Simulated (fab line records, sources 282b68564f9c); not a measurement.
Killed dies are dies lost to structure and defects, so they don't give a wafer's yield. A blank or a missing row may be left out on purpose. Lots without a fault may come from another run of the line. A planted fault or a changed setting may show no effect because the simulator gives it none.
A struck lot beside a sound one | flow rit_cmos | 28 steps out of a route of 202
Sound: wafers L518.1, L518.3, L518.4. Struck: wafers L521.1, L521.2, L521.3. The cause comes at the end.
At each step with rows: each side's tool, then ch and its chambers, then its first start. Under that, the readings that differ: sound wafers | struck wafers | difference of the means | sigmas: that difference in standard deviations of wafers without a fault.
alike: readings whose means differ by less than 2 such deviations, and words and numbers that are the same on both sides. not compared: withheld readings, readings that some wafer has no value for, bounds like >300 that may hide the same value, and numbers for which the record gives no deviation and whose values overlap.
The two part at a step that has a row with sigmas, a row that says differs or no value, or rows on one side only. Numbers that don't overlap but have no deviation are shown without sigmas and don't part them. A reading that every wafer of one side lacks parts them only if that side has two wafers or more.

RIT_ACTIVE_BOW_MEAS_00:
  sound on film_metro-01, day 5 09:00; struck on film_metro-04, day 6 00:00
  alike: INCOMING_BOW
RIT_ACTIVE_OXIDATION_01: target thk 46.8 nm, ox time 3360 s.
  sound on furnace-01 ch 0, day 5 10:00; struck on furnace-03 ch 0, day 6 00:07
  reading                                       | sound                | struck               | difference | sigmas
  spike_tc_centre_C (C)                         | 1002.7 1000.9 998.2  | 978.2 977.3 978.9    | -22.5      | -16
  spike_tc_load_C (C)                           | 1030 1031 1029       | 999 1001 998         | -31        | -7
  spike_tc_source_C (C)                         | 1023.9 1027.6 1024.4 | 1003.6 1001.8 1004.0 | -22.2      | -12
  tube_center_temp_C (C)                        | 1000.2 999.83 999.96 | 974.94 975.08 974.91 | -25.02     | -99 or more
  tube_center_temp_C_max                        | 1002.3 1002.3 1002.7 | 977.2 977.7 977.3    | -25.0      | -63
  zone_power_centre_pct (%)                     | 57 57 57             | 44 44 44             | -13        | -2
  zone_power_source_pct (%)                     | 37.1 36.9 36.1       | 34.8 34.3 34.1       | -2.3       | -5
  model.SiO2_of_ACTIVE_OXIDATION_01.thk_nm (nm) | 43.8 44.21 44.34     | 37.5 37.02 37.73     | -6.7       |
RIT_ACTIVE_THK_MEAS_02:
  sound on film_metro-03, day 5 11:56; struck on film_metro-01, day 6 02:03
  reading               | sound          | struck         | difference | sigmas
  ACTIVE_OXIDE_THK (nm) | 43.8 44.2 44.4 | 37.5 37.0 37.8 | -6.7       | -7
then, 1 step without rows for these wafers: RIT_ACTIVE_CVD_03 (deposits Si3N4 from SiH2Cl2/NH3, target thk 150 nm, time 1500 s).
RIT_ACTIVE_THK_MEAS_04:
  sound on film_metro-01, day 5 13:25; struck on film_metro-04, day 6 03:32
  alike: ACTIVE_NITRIDE_THK
then, 6 steps without rows for these wafers: RIT_ACTIVE_HMDS_05 (prime time 60 s); RIT_ACTIVE_COAT_06 (resist thk 1000 nm); RIT_ACTIVE_SOFTBAKE_07 (time 60 s); RIT_ACTIVE_EXPOSE_08 (exposes mask M1, target cd 1400 nm); RIT_ACTIVE_PEB_09; RIT_ACTIVE_DEVELOP_10 (develop time 50 s).
RIT_ACTIVE_CD_MEAS_11: target cd 1400 nm.
  sound on cd_sem-01, day 5 14:26; struck on cd_sem-01, day 6 04:26
  alike: cd_nm
then, 1 step without rows for these wafers: RIT_ACTIVE_HARDBAKE_12 (time 60 s).
RIT_ACTIVE_ETCH_13: etches Si3N4 in SF6, stops on SiO2, time 210 s, target depth 210 nm.
  sound on rie_diel-01 ch 0,2,3, day 5 14:50; struck on rie_diel-02 ch 0,1,3, day 6 04:43
  reading                | sound   | struck     | difference | sigmas
  rf_hours_counter_h (h) | 26 9 24 | 115 61 138 | +85        |
  alike: drypump_motor_current_A, oes_product_au, throttle_valve_pct
RIT_ACTIVE_STRIP_14: strips in O2, time 180 s.
  sound on plasma_asher-01 ch 0,1, day 5 14:58; struck on plasma_asher-02 ch 0,1, day 6 04:50
  alike: drypump_motor_current_A, rf_refl_power_W
  not compared: rf_hours_counter_h
RIT_ACTIVE_CD_MEAS_90: target cd 1400 nm.
  sound on cd_sem-01, day 5 15:09; struck on cd_sem-02, day 6 05:01
  alike: cd_nm
then, 4 steps without rows for these wafers: RIT_ACTIVE_CLEAN_15 (cleans in SC1, time 600 s); RIT_ACTIVE_CLEAN_16 (cleans in dHF, time 30 s); RIT_ACTIVE_CLEAN_17 (cleans in SC2, time 600 s); RIT_FOX1_OXIDATION_00 (target thk 350.7 nm, ox time 1130 s).
RIT_FOX1_THK_MEAS_01:
  sound on film_metro-02, day 5 16:58; struck on film_metro-02, day 6 07:43
  alike: FOX1_OXIDE_THK
then, 2 steps without rows for these wafers: RIT_FOX1_WET_ETCH_02 (etches SiO2 in BOE, target depth 350 nm, time 390 s); RIT_FOX2_OXIDATION_00 (target thk 350.7 nm, ox time 1130 s).
RIT_FOX2_THK_MEAS_01:
  sound on film_metro-02, day 5 18:28; struck on film_metro-01, day 6 09:16
  alike: FOX2_OXIDE_THK
then, 1 step without rows for these wafers: RIT_FOX2_CLEAN_02 (cleans in dHF, time 180 s).
RIT_FOX2_WET_ETCH_03: etches Si3N4 in H3PO4, target depth 195 nm, time 2700 s.
  sound on wet_bench-01 ch 3, day 5 18:34; struck on wet_bench-01 ch 0, day 6 09:23
  reading                                       | sound            | struck            | difference | sigmas
  model.SiO2_of_ACTIVE_OXIDATION_01.thk_nm (nm) | 38.95 39.33 39.4 | 32.62 32.95 33.57 | -6.18      |
  alike: bath_guard_temp_C
RIT_FOX2_THK_MEAS_90:
  sound on film_metro-03, day 5 19:24; struck on film_metro-02, day 6 10:08
  alike: FIELD_OXIDE_LEFT_1_THK
RIT_M1_PROBE_99:
  sound on prober-01, day 7 11:53; struck on prober-02, day 8 02:24
  reading                             | sound             | struck            | difference | sigmas
  model.etest.pldd.width_nm (nm)      | 3210 3200 3196    | 3260 3237 3268    | +53        |
  model.etest.nldd.width_nm (nm)      | 3211 3182 3202    | 3254 3271 3255    | +62        |
  model.etest.pplus_sal.width_nm (nm) | 3472 3437 3455    | 3518 3495 3524    | +58        |
  model.etest.nplus_sal.width_nm (nm) | 3466 3433 3440    | 3500 3480 3504    | +48        |
  model.etest.nmos_narrow.drive_ua_um | 239.8 238.2 234.8 | 245.1 242.9 242.4 | +5.9       |
  model.etest.pmos_narrow.drive_ua_um | 109.2 109.6 107.8 | 113.3 112.8 112   | +3.8       |
  model.etest.cap_n_gate.c_min_ff_um2 | 2.365 2.369 2.362 | 2.395 2.37 2.381  | +0.017     |
  alike: killed_at_contacts, killed_at_front_end, killed_dies, killed_open, killed_short

WHERE THEY PART
First at RIT_ACTIVE_OXIDATION_01; last, within this record, at RIT_ACTIVE_THK_MEAS_02. Later steps at which nothing parts them and some readings are alike: RIT_ACTIVE_THK_MEAS_04, RIT_ACTIVE_CD_MEAS_11, RIT_ACTIVE_ETCH_13, RIT_ACTIVE_STRIP_14, RIT_ACTIVE_CD_MEAS_90, RIT_FOX1_THK_MEAS_01, RIT_FOX2_THK_MEAS_01, RIT_FOX2_WET_ETCH_03, RIT_FOX2_THK_MEAS_90, RIT_M1_PROBE_99.

WHY: what the simulator had put in
Process parameter drift: furnace-03, from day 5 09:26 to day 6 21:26, at RIT_ACTIVE_OXIDATION_01. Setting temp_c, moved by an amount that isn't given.
